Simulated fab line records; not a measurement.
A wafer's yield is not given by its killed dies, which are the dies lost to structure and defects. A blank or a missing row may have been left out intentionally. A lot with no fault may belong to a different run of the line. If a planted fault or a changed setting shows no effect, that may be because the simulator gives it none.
Which tool was responsible? || flow berkeley_cmos170 || 14 lots, 42 wafers sampled, at 6 steps of a route of 331

== WHAT THE GAUGES READ, wafer by wafer ==
UCB170_NWELL_THK_MEAS_05. Usual: NWELL_NITRIDE_THK gives 225.1 nm (standard deviation 2.7).
{"lot": "L503", "measured": "day 2 09:50", "on": "film_metro-01", "NWELL_NITRIDE_THK (nm)": "228.0 224.8 226.1", "flag": ""}
{"lot": "L504", "measured": "day 2 09:50", "on": "film_metro-03", "NWELL_NITRIDE_THK (nm)": "224.6 226.2 226.6", "flag": ""}
{"lot": "L505", "measured": "day 2 18:22", "on": "film_metro-01", "NWELL_NITRIDE_THK (nm)": "224.2 223.5 224.2", "flag": ""}
{"lot": "L506", "measured": "day 3 04:18", "on": "film_metro-01", "NWELL_NITRIDE_THK (nm)": "230.1 231.0 230.1", "flag": ""}
{"lot": "L508", "measured": "day 3 14:21", "on": "film_metro-03", "NWELL_NITRIDE_THK (nm)": "223.2 224.4 225.6", "flag": ""}
{"lot": "L510", "measured": "day 3 14:23", "on": "film_metro-01", "NWELL_NITRIDE_THK (nm)": "223.3 224.1 222.2", "flag": ""}
{"lot": "L512", "measured": "day 4 04:41", "on": "film_metro-02", "NWELL_NITRIDE_THK (nm)": "228.1 226.8 229.6", "flag": ""}
{"lot": "L513", "measured": "day 4 07:33", "on": "film_metro-03", "NWELL_NITRIDE_THK (nm)": "448.9 450.0 450.0", "flag": "OFF"}
{"lot": "L520", "measured": "day 5 20:08", "on": "film_metro-01", "NWELL_NITRIDE_THK (nm)": "449.0 450.1 448.2", "flag": "OFF"}
{"lot": "L521", "measured": "day 6 03:50", "on": "film_metro-03", "NWELL_NITRIDE_THK (nm)": "221.3 220.6 220.2", "flag": ""}
{"lot": "L522", "measured": "day 6 10:33", "on": "film_metro-03", "NWELL_NITRIDE_THK (nm)": "222.5 224.6 224.5", "flag": ""}
{"lot": "L524", "measured": "day 6 16:56", "on": "film_metro-02", "NWELL_NITRIDE_THK (nm)": "225.2 225.1 225.1", "flag": ""}
{"lot": "L525", "measured": "day 6 23:53", "on": "film_metro-01", "NWELL_NITRIDE_THK (nm)": "225.1 224.9 225.6", "flag": ""}
{"lot": "L526", "measured": "day 7 09:26", "on": "film_metro-02", "NWELL_NITRIDE_THK (nm)": "221.8 225.6 224.2", "flag": ""}

UCB170_ACTIVE_CD_MEAS_90: the cd target is 1200 nm. Usual: cd_nm reads 1200.0 nm (standard deviation 1.6).
{"lot": "L503", "measured": "day 4 13:08", "on": "cd_sem-01", "cd_nm (nm)": "1201.9 1200.7 1201.4", "flag": ""}
{"lot": "L504", "measured": "day 4 14:09", "on": "cd_sem-01", "cd_nm (nm)": "1199.0 1200.2 1198.6", "flag": ""}
{"lot": "L505", "measured": "day 5 02:07", "on": "cd_sem-02", "cd_nm (nm)": "1198.7 1197.0 1196.8", "flag": ""}
{"lot": "L506", "measured": "day 5 12:19", "on": "cd_sem-01", "cd_nm (nm)": "1199.7 1198.3 1200.8", "flag": ""}
{"lot": "L508", "measured": "day 5 19:49", "on": "cd_sem-01", "cd_nm (nm)": "1200.4 1200.2 1199.8", "flag": ""}
{"lot": "L510", "measured": "day 5 20:00", "on": "cd_sem-02", "cd_nm (nm)": "1201.1 1202.2 1201.0", "flag": ""}
{"lot": "L512", "measured": "day 6 06:40", "on": "cd_sem-01", "cd_nm (nm)": "1202.4 1201.9 1203.0", "flag": ""}
{"lot": "L521", "measured": "day 8 08:02", "on": "cd_sem-01", "cd_nm (nm)": "1199.8 1198.6 1200.0", "flag": ""}
{"lot": "L522", "measured": "day 9 06:07", "on": "cd_sem-01", "cd_nm (nm)": "1196.5 1198.4 1197.1", "flag": ""}
{"lot": "L524", "measured": "day 9 22:14", "on": "cd_sem-01", "cd_nm (nm)": "1202.1 1200.8 1200.9", "flag": ""}
{"lot": "L525", "measured": "day 9 21:59", "on": "cd_sem-01", "cd_nm (nm)": "1201.0 1199.8 1198.5", "flag": ""}
{"lot": "L526", "measured": "day 9 22:27", "on": "cd_sem-01", "cd_nm (nm)": "1201.1 1200.5 1202.0", "flag": ""}

UCB170_NVT_OVL_MEAS_06. Usual: NVT_OVL gives 0 nm (standard deviation 5.7).
{"lot": "L503", "measured": "day 5 21:44", "on": "overlay-02", "NVT_OVL (nm)": "2 3 5", "flag": ""}
{"lot": "L504", "measured": "day 5 21:45", "on": "overlay-01", "NVT_OVL (nm)": "-1 -16 -2", "flag": ""}
{"lot": "L505", "measured": "day 6 15:07", "on": "overlay-01", "NVT_OVL (nm)": "5 10 -2", "flag": ""}
{"lot": "L506", "measured": "day 7 01:01", "on": "overlay-01", "NVT_OVL (nm)": "1 4 -5", "flag": ""}
{"lot": "L508", "measured": "day 7 11:23", "on": "overlay-02", "NVT_OVL (nm)": "7 3 -1", "flag": ""}
{"lot": "L510", "measured": "day 7 11:35", "on": "overlay-01", "NVT_OVL (nm)": "-1 -3 -3", "flag": ""}
{"lot": "L512", "measured": "day 7 18:49", "on": "overlay-02", "NVT_OVL (nm)": "-1 3 4", "flag": ""}
{"lot": "L521", "measured": "day 10 03:09", "on": "overlay-02", "NVT_OVL (nm)": "-1 -4 -5", "flag": ""}
{"lot": "L522", "measured": "day 11 00:02", "on": "overlay-01", "NVT_OVL (nm)": "-6 -2 -12", "flag": ""}
{"lot": "L524", "measured": "day 11 12:32", "on": "overlay-01", "NVT_OVL (nm)": "-1 4 0", "flag": ""}
{"lot": "L525", "measured": "day 11 12:20", "on": "overlay-01", "NVT_OVL (nm)": "-1 -6 -9", "flag": ""}
{"lot": "L526", "measured": "day 11 11:35", "on": "overlay-01", "NVT_OVL (nm)": "-4 -2 3", "flag": ""}

UCB170_NVT_TW_MEAS_09. Usual: NVT_TW gives 520 (standard deviation 3.8).
{"lot": "L503", "measured": "day 5 22:01", "on": "film_metro-01", "NVT_TW": "527 526 528", "flag": ""}
{"lot": "L504", "measured": "day 5 22:02", "on": "film_metro-02", "NVT_TW": "518 513 516", "flag": ""}
{"lot": "L505", "measured": "day 6 15:24", "on": "film_metro-01", "NVT_TW": "524 526 524", "flag": ""}
{"lot": "L506", "measured": "day 7 01:19", "on": "film_metro-01", "NVT_TW": "524 525 523", "flag": ""}
{"lot": "L508", "measured": "day 7 11:40", "on": "film_metro-02", "NVT_TW": "516 516 514", "flag": ""}
{"lot": "L510", "measured": "day 7 11:53", "on": "film_metro-01", "NVT_TW": "526 523 523", "flag": ""}
{"lot": "L512", "measured": "day 7 19:07", "on": "film_metro-03", "NVT_TW": "522 522 521", "flag": ""}
{"lot": "L521", "measured": "day 10 03:26", "on": "film_metro-02", "NVT_TW": "518 518 516", "flag": ""}
{"lot": "L522", "measured": "day 11 00:19", "on": "film_metro-02", "NVT_TW": "521 519 519", "flag": ""}
{"lot": "L524", "measured": "day 11 12:49", "on": "film_metro-02", "NVT_TW": "519 518 520", "flag": ""}
{"lot": "L525", "measured": "day 11 12:40", "on": "film_metro-02", "NVT_TW": "517 516 517", "flag": ""}
{"lot": "L526", "measured": "day 11 11:52", "on": "film_metro-02", "NVT_TW": "518 519 519", "flag": ""}

== WHICH TOOL RAN EACH LOT (tool, then ch and the chambers of the sampled wafers, then the start) ==
{"lot": "L503", "UCB170_NWELL_CVD_04": "lpcvd-01 ch 0, day 2 07:53", "UCB170_NWELL_ETCH_13": "rie_diel-03 ch 2,3, day 2 11:23"}
{"lot": "L504", "UCB170_NWELL_CVD_04": "lpcvd-01 ch 0, day 2 07:53", "UCB170_NWELL_ETCH_13": "rie_diel-04 ch 1,3, day 2 11:38"}
{"lot": "L505", "UCB170_NWELL_CVD_04": "lpcvd-01 ch 0, day 2 15:28", "UCB170_NWELL_ETCH_13": "rie_diel-02 ch 1,2,3, day 2 20:04"}
{"lot": "L506", "UCB170_NWELL_CVD_04": "lpcvd-01 ch 0, day 3 01:23", "UCB170_NWELL_ETCH_13": "rie_diel-04 ch 2,3, day 3 07:22"}
{"lot": "L508", "UCB170_NWELL_CVD_04": "lpcvd-01 ch 0, day 3 12:25", "UCB170_NWELL_ETCH_13": "rie_diel-02 ch 0,1,2, day 3 15:25"}
{"lot": "L510", "UCB170_NWELL_CVD_04": "lpcvd-01 ch 1, day 3 12:25", "UCB170_NWELL_ETCH_13": "rie_diel-04 ch 0,1, day 3 15:39"}
{"lot": "L512", "UCB170_NWELL_CVD_04": "lpcvd-01 ch 0, day 4 02:45", "UCB170_NWELL_ETCH_13": "rie_diel-03 ch 0,2,3, day 4 06:38"}
{"lot": "L513", "UCB170_NWELL_CVD_04": "lpcvd-01 ch 0, day 4 02:45 and lpcvd-02 ch 0, day 4 05:35", "UCB170_NWELL_ETCH_13": "rie_diel-04 ch 0,2,3, day 4 08:43"}
{"lot": "L520", "UCB170_NWELL_CVD_04": "lpcvd-01 ch 1, day 5 15:02 and lpcvd-02 ch 1, day 5 18:12", "UCB170_NWELL_ETCH_13": "rie_diel-04 ch 0,1,3, day 5 21:21"}
{"lot": "L521", "UCB170_NWELL_CVD_04": "lpcvd-01 ch 0, day 6 01:54", "UCB170_NWELL_ETCH_13": "rie_diel-04 ch 1,3, day 6 04:54"}
{"lot": "L522", "UCB170_NWELL_CVD_04": "lpcvd-02 ch 1, day 6 08:37", "UCB170_NWELL_ETCH_13": "rie_diel-02 ch 1,3, day 6 11:31"}
{"lot": "L524", "UCB170_NWELL_CVD_04": "lpcvd-02 ch 1, day 6 15:00", "UCB170_NWELL_ETCH_13": "rie_diel-02 ch 0,1, day 6 19:36"}
{"lot": "L525", "UCB170_NWELL_CVD_04": "lpcvd-02 ch 1, day 6 21:56", "UCB170_NWELL_ETCH_13": "rie_diel-04 ch 0,1,3, day 7 01:42"}
{"lot": "L526", "UCB170_NWELL_CVD_04": "lpcvd-01 ch 1, day 7 07:29", "UCB170_NWELL_ETCH_13": "rie_diel-03 ch 0,3, day 7 10:53"}
- UCB170_NWELL_CVD_04: deposits Si3N4 from SiH2Cl2/NH3, target thk 224 nm, time 3360 s.
- UCB170_NWELL_ETCH_13: etches Si3N4 in CH3F/Ar/O2, stops on SiO2, target depth 246.4 nm, time 154 s.

== WHAT THE TOOLS THEMSELVES READ (means of the sampled wafers that have a number; where no wafer has one, the mark that the record gives instead) ==
UCB170_NWELL_CVD_04. Usual: sih2cl2_flow_sccm 24.97 sccm, standard deviation 0.063; spike_tc_load_C 825 C, standard deviation 3.3.
{"lot": "L503", "tool": "lpcvd-01", "sih2cl2_flow_sccm (sccm)": 24.98, "spike_tc_load_C (C)": 824, "flag": ""}
{"lot": "L504", "tool": "lpcvd-01", "sih2cl2_flow_sccm (sccm)": 25.02, "spike_tc_load_C (C)": 824, "flag": ""}
{"lot": "L505", "tool": "lpcvd-01", "sih2cl2_flow_sccm (sccm)": 25.02, "spike_tc_load_C (C)": 824, "flag": ""}
{"lot": "L506", "tool": "lpcvd-01", "sih2cl2_flow_sccm (sccm)": 24.95, "spike_tc_load_C (C)": 824, "flag": ""}
{"lot": "L508", "tool": "lpcvd-01", "sih2cl2_flow_sccm (sccm)": 24.95, "spike_tc_load_C (C)": 825, "flag": ""}
{"lot": "L510", "tool": "lpcvd-01", "sih2cl2_flow_sccm (sccm)": 24.92, "spike_tc_load_C (C)": 823, "flag": ""}
{"lot": "L512", "tool": "lpcvd-01", "sih2cl2_flow_sccm (sccm)": 25.02, "spike_tc_load_C (C)": 825, "flag": ""}
{"lot": "L513", "tool": "lpcvd-01/lpcvd-02", "sih2cl2_flow_sccm (sccm)": 24.98, "spike_tc_load_C (C)": 827, "flag": ""}
{"lot": "L520", "tool": "lpcvd-01/lpcvd-02", "sih2cl2_flow_sccm (sccm)": 25.01, "spike_tc_load_C (C)": 826, "flag": ""}
{"lot": "L521", "tool": "lpcvd-01", "sih2cl2_flow_sccm (sccm)": 24.95, "spike_tc_load_C (C)": 824, "flag": ""}
{"lot": "L522", "tool": "lpcvd-02", "sih2cl2_flow_sccm (sccm)": 24.94, "spike_tc_load_C (C)": 830, "flag": ""}
{"lot": "L524", "tool": "lpcvd-02", "sih2cl2_flow_sccm (sccm)": 24.93, "spike_tc_load_C (C)": 829, "flag": ""}
{"lot": "L525", "tool": "lpcvd-02", "sih2cl2_flow_sccm (sccm)": 24.98, "spike_tc_load_C (C)": 831, "flag": ""}
{"lot": "L526", "tool": "lpcvd-01", "sih2cl2_flow_sccm (sccm)": 24.96, "spike_tc_load_C (C)": 821, "flag": ""}

UCB170_NWELL_ETCH_13. Usual: CH3F_flow_sccm 20.00 sccm, standard deviation 0.064; drypump_motor_current_A 5.7 A, standard deviation 0.59; oes_product_au 0.946 a.u., standard deviation 0.019; throttle_valve_pct 8.00 %, standard deviation 0.098.
{"lot": "L503", "tool": "rie_diel-03", "CH3F_flow_sccm (sccm)": 19.96, "drypump_motor_current_A (A)": 6.0, "oes_product_au (a.u.)": 0.959, "throttle_valve_pct (%)": 7.86, "flag": ""}
{"lot": "L504", "tool": "rie_diel-04", "CH3F_flow_sccm (sccm)": 20.00, "drypump_motor_current_A (A)": 6.1, "oes_product_au (a.u.)": 0.944, "throttle_valve_pct (%)": 8.06, "flag": ""}
{"lot": "L505", "tool": "rie_diel-02", "CH3F_flow_sccm (sccm)": 19.91, "drypump_motor_current_A (A)": 6.0, "oes_product_au (a.u.)": 0.925, "throttle_valve_pct (%)": 8.01, "flag": ""}
{"lot": "L506", "tool": "rie_diel-04", "CH3F_flow_sccm (sccm)": 20.05, "drypump_motor_current_A (A)": 5.5, "oes_product_au (a.u.)": 0.976, "throttle_valve_pct (%)": 8.00, "flag": ""}
{"lot": "L508", "tool": "rie_diel-02", "CH3F_flow_sccm (sccm)": 20.03, "drypump_motor_current_A (A)": 5.7, "oes_product_au (a.u.)": 0.933, "throttle_valve_pct (%)": 8.08, "flag": ""}
{"lot": "L510", "tool": "rie_diel-04", "CH3F_flow_sccm (sccm)": 19.95, "drypump_motor_current_A (A)": 6.1, "oes_product_au (a.u.)": 0.954, "throttle_valve_pct (%)": 8.01, "flag": ""}
{"lot": "L512", "tool": "rie_diel-03", "CH3F_flow_sccm (sccm)": 20.00, "drypump_motor_current_A (A)": 5.7, "oes_product_au (a.u.)": 0.956, "throttle_valve_pct (%)": 7.95, "flag": ""}
{"lot": "L513", "tool": "rie_diel-04", "CH3F_flow_sccm (sccm)": 19.94, "drypump_motor_current_A (A)": 5.8, "oes_product_au (a.u.)": 1.033, "throttle_valve_pct (%)": 8.02, "flag": "OFF"}
{"lot": "L520", "tool": "rie_diel-04", "CH3F_flow_sccm (sccm)": 20.05, "drypump_motor_current_A (A)": 6.1, "oes_product_au (a.u.)": 1.022, "throttle_valve_pct (%)": 8.03, "flag": "OFF"}
{"lot": "L521", "tool": "rie_diel-04", "CH3F_flow_sccm (sccm)": 19.91, "drypump_motor_current_A (A)": 6.2, "oes_product_au (a.u.)": 0.931, "throttle_valve_pct (%)": 8.07, "flag": ""}
{"lot": "L522", "tool": "rie_diel-02", "CH3F_flow_sccm (sccm)": 20.03, "drypump_motor_current_A (A)": 5.4, "oes_product_au (a.u.)": 0.939, "throttle_valve_pct (%)": 8.03, "flag": ""}
{"lot": "L524", "tool": "rie_diel-02", "CH3F_flow_sccm (sccm)": 20.03, "drypump_motor_current_A (A)": 5.2, "oes_product_au (a.u.)": 0.932, "throttle_valve_pct (%)": 8.11, "flag": ""}
{"lot": "L525", "tool": "rie_diel-04", "CH3F_flow_sccm (sccm)": 20.08, "drypump_motor_current_A (A)": 6.1, "oes_product_au (a.u.)": 0.952, "throttle_valve_pct (%)": 8.02, "flag": ""}
{"lot": "L526", "tool": "rie_diel-03", "CH3F_flow_sccm (sccm)": 20.02, "drypump_motor_current_A (A)": 5.6, "oes_product_au (a.u.)": 0.953, "throttle_valve_pct (%)": 7.96, "flag": ""}

== THE ANSWER, worked out from the rows above alone ==
Rule: a lot is off if the mean of its wafers that have a number lies more than 3 standard deviations from the usual mean. A lot without any number at a reading at which 4 lots or more have one is off too. Where the step has rows for the other lots, those lots are counted as sound. After the gauges, taken in route order, come the tools' own readings; for these a lot's mean is taken, as printed above. The first step at which some lot is off is used, and at that step the reading that is off furthest; a lot without a number counts as furthest.
Off: at UCB170_NWELL_THK_MEAS_05 (NWELL_NITRIDE_THK), L513, L520.
A tool fits if, at a process step before that reading, it ran every lot that is off, and no sound lot after the first of them. Not tried: the gauges at UCB170_NWELL_THK_MEAS_05; whatever is off there is also off at UCB170_NWELL_ETCH_13, on other tools, and gauge error can't account for it. None of those tried fits.

== WHAT THE SIMULATOR HAD PUT IN ==
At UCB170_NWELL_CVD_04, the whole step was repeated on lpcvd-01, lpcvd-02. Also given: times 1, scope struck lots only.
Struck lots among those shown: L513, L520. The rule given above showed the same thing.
